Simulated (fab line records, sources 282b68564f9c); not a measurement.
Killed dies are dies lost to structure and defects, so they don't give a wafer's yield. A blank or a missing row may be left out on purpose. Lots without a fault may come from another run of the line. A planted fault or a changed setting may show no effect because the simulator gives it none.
Which tool did it? | flow rit_cmos | 14 lots, 42 wafers sampled, at 3 steps of a route of 202

WHAT THE GAUGES READ, wafer by wafer
RIT_NLDD_TW_MEAS_10.
lot  | measured    | on            | NLDD_TW
L288 | day 2 19:32 | film_metro-03 | 2463 2474 2473
L289 | day 2 22:55 | film_metro-04 | 2483 2478 2490
L290 | day 3 11:04 | film_metro-01 | 2480 2485 2487
L291 | day 3 18:07 | film_metro-03 | 2474 2465 2465
L292 | day 4 00:57 | film_metro-01 | 2495 2517 2499
L293 | day 4 02:51 | film_metro-01 | 2483 2493 2495
L294 | day 4 05:34 | film_metro-03 | 2488 2479 2486
L295 | day 4 13:12 | film_metro-04 | 2498 2484 2489
L297 | day 5 07:07 | film_metro-01 | 2515 2507 2498
L298 | day 5 07:22 | film_metro-03 | 2455 2469 2464
L299 | day 5 07:55 | film_metro-01 | 2974 2970 2978 2972 2983 2972
L303 | day 6 05:32 | film_metro-03 | 2483 2466 2472
L304 | day 6 13:27 | film_metro-04 | 2930 2932 2926 2926 2916 2911
L311 | day 7 14:37 | film_metro-01 | 2488 2492 2493

RIT_SDANNEAL_RS_MEAS_07: measures by four-point-probe.
lot  | measured    | on            | NLDD_RS (ohm/sq)
L288 | day 3 03:23 | film_metro-04 | 152.1 152.1 152.2
L289 | day 3 06:50 | film_metro-03 | 151.8 151.8 151.6
L290 | day 3 19:53 | film_metro-01 | 151.2 151.3 151.1
L291 | day 4 02:13 | film_metro-03 | 150.6 151.0 151.3
L292 | day 4 09:01 | film_metro-04 | 151.1 151.1 151.3
L293 | day 4 10:34 | film_metro-04 | 151.5 151.6 151.3
L294 | day 4 14:11 | film_metro-01 | 151.9 151.1 151.3
L295 | day 4 21:04 | film_metro-01 | 151.4 151.3 151.2
L297 | day 5 15:06 | film_metro-03 | 152.0 151.9 151.9
L298 | day 5 15:29 | film_metro-04 | 152.1 151.5 151.7
L299 | day 5 20:47 | film_metro-04 | 86.4 86.3 86.3 86.6 86.6 86.4
L303 | day 6 13:34 | film_metro-01 | 150.1 150.6 150.5
L304 | day 7 02:20 | film_metro-03 | 87.1 87.3 87.3 87.3 87.4 87.3
L311 | day 7 22:25 | film_metro-04 | 152.0 151.2 151.7

WHICH TOOL RAN EACH LOT (tool, then ch and the chambers of the sampled wafers, then the start)
lot  | RIT_NLDD_IMPLANT_08
L288 | implanter-01 ch 0, day 2 19:13
L289 | implanter-03 ch 0, day 2 22:35
L290 | implanter-03 ch 0, day 3 10:45
L291 | implanter-01 ch 0, day 3 17:47
L292 | implanter-03 ch 0, day 4 00:37
L293 | implanter-04 ch 0, day 4 02:31
L294 | implanter-01 ch 0, day 4 05:14
L295 | implanter-03 ch 0, day 4 12:53
L297 | implanter-04 ch 0, day 5 06:47
L298 | implanter-01 ch 0, day 5 07:05
L299 | implanter-04 ch 0, day 5 07:19
L303 | implanter-03 ch 0, day 6 05:13
L304 | implanter-01 ch 0, day 6 12:49
L311 | implanter-04 ch 0, day 7 14:18
- RIT_NLDD_IMPLANT_08

WHAT THE TOOLS THEMSELVES READ (means of the sampled wafers that have a number; where no wafer has one, the mark that the record gives instead)
RIT_NLDD_IMPLANT_08.
lot  | tool         | beam_on_s (s) | faraday_current_uA
L288 | implanter-01 | 10.02         | 1567
L289 | implanter-03 | 10.01         | 1576
L290 | implanter-03 | 10.12         | 1550
L291 | implanter-01 | 10.04         | 1569
L292 | implanter-03 | 9.95          | 1581
L293 | implanter-04 | 10.21         | 1546
L294 | implanter-01 | 10.06         | 1559
L295 | implanter-03 | 9.92          | 1582
L297 | implanter-04 | 10.12         | 1556
L298 | implanter-01 | 10.12         | 1557
L299 | implanter-04 | 10.03         | 1566
L303 | implanter-03 | 10.14         | 1550
L304 | implanter-01 | 10.07         | 1563
L311 | implanter-04 | 10.24         | 1535

THE ANSWER, worked out from the rows above alone
Rule: what is usual is taken from the lots themselves. Put in order of their means at a reading, lots are off if they are a third of the lots or fewer, leave a main group of 4 or more, and stand apart from it by a gap of 3 or more times the standard deviation of the main group's means; of several such gaps the widest counts. A main group whose means are all the same, to the digits that the tables above print for the reading, isn't used. A lot without any number at a reading at which 4 lots or more have one is off too. The other lots that the step has rows for count as sound. The gauges are gone through in route order, then the tools' own readings, and for those a lot's mean is taken as printed above. The first step at which some lot is off is used, and at that step the reading that is off furthest; a lot without a number counts as furthest.
Off: L299, L304, at RIT_NLDD_TW_MEAS_10 (NLDD_TW). The main group: mean 2484, standard deviation 13.
A tool fits if, at a process step before that reading, it ran every lot that is off, and no sound lot after the first of them. The gauges at RIT_NLDD_TW_MEAS_10 are tried like those tools. None of those tried fits.

WHAT THE SIMULATOR HAD PUT IN
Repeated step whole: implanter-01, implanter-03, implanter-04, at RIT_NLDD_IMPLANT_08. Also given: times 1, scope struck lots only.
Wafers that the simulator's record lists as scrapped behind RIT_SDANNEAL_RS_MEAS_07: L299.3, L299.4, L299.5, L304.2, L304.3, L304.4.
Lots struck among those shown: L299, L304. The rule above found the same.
